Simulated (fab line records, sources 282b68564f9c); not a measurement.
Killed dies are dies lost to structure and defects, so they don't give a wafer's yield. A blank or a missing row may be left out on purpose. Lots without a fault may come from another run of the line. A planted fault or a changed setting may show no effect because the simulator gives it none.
A struck lot beside a sound one | flow rit_cmos | 14 steps out of a route of 202
Sound: wafers L184.2, L184.5, L184.6. Struck: wafers L194.2, L194.3, L194.6. The cause comes at the end.
At each step with rows: each side's tool, then ch and its chambers, then its first start. Under that, the readings that differ: sound wafers | struck wafers | difference of the means | sigmas: that difference in standard deviations of wafers without a fault.
alike: readings whose means differ by less than 2 such deviations, and words and numbers that are the same on both sides. not compared: withheld readings, readings that some wafer has no value for, bounds like >300 that may hide the same value, and numbers for which the record gives no deviation and whose values overlap.
The two part at a step that has a row with sigmas, a row that says differs or no value, or rows on one side only. Numbers that don't overlap but have no deviation are shown without sigmas and don't part them. A reading that every wafer of one side lacks parts them only if that side has two wafers or more.

RIT_CONTACT_CVD_00: deposits SiO2 from TEOS, target thk 400 nm, time 61 s.
  sound on pecvd-02 ch 0, day 5 22:25; struck on pecvd-04 ch 0,1,2, day 7 17:10
  alike: heater_power_w
RIT_CONTACT_THK_MEAS_01:
  sound on film_metro-01, day 5 22:36; struck on film_metro-04, day 7 17:13
  alike: CONTACT_TEOS_THK
then, 2 steps without rows for these wafers: RIT_CONTACT_HMDS_02 (prime time 60 s); RIT_CONTACT_COAT_03 (resist thk 1000 nm).
RIT_CONTACT_SOFTBAKE_04: time 62.23 s.
  sound on litho_track-01 ch 0, day 5 22:58; struck on litho_track-02 ch 0, day 7 17:36
  alike: plate_sensor_t_centre_C, plate_sensor_t_edge_C
then, 3 steps without rows for these wafers: RIT_CONTACT_EXPOSE_05 (exposes mask M11, target cd 1000 nm); RIT_CONTACT_PEB_06; RIT_CONTACT_DEVELOP_07 (develop time 120 s).
RIT_CONTACT_CD_MEAS_08: target cd 1000 nm.
  sound on cd_sem-02, day 5 23:58; struck on cd_sem-01, day 7 18:16
  alike: cd_nm
RIT_CONTACT_OVL_MEAS_09:
  sound on overlay-01, day 6 00:04; struck on overlay-02, day 7 18:22
  alike: CONTACT_OVL
then, 1 step without rows for these wafers: RIT_CONTACT_HARDBAKE_10 (time 60 s).
RIT_CONTACT_ETCH_11: etches SiO2 in CHF3/CF4/Ar, stops on TiSi2, target depth 480 nm, time 320 s.
  sound on rie_diel-03 ch 1,2,3, day 6 00:16; struck on rie_diel-02 ch 0,2, day 7 18:32
  alike: drypump_motor_current_A, oes_product_au, throttle_valve_pct
  not compared: rf_hours_counter_h
RIT_CONTACT_STRIP_12: strips in O2, time 180 s.
  sound on plasma_asher-01 ch 0,1, day 6 00:27; struck on plasma_asher-03 ch 1, day 7 18:44
  no value came back on the struck wafers for chamber_pressure_mTorr (mTorr), drypump_motor_current_A (A); on the sound wafers chamber_pressure_mTorr (mTorr) reads 4001 4006 4000
  reading                                      | sound | struck            | difference | sigmas
  model.NOVOLAK_of_CONTACT_COAT_03.thk_nm (nm) | 0 0 0 | 762.8 761.5 763.6 | +762.6     |
  not compared: rf_hours_counter_h
RIT_CONTACT_CD_MEAS_90: target cd 1000 nm.
  sound on cd_sem-02, day 6 00:39; struck on cd_sem-02, day 7 18:56
  alike: cd_nm

WHERE THEY PART
Only at RIT_CONTACT_STRIP_12, within this record. Later steps at which nothing parts them and some readings are alike: RIT_CONTACT_CD_MEAS_90.

WHY: what the simulator had put in
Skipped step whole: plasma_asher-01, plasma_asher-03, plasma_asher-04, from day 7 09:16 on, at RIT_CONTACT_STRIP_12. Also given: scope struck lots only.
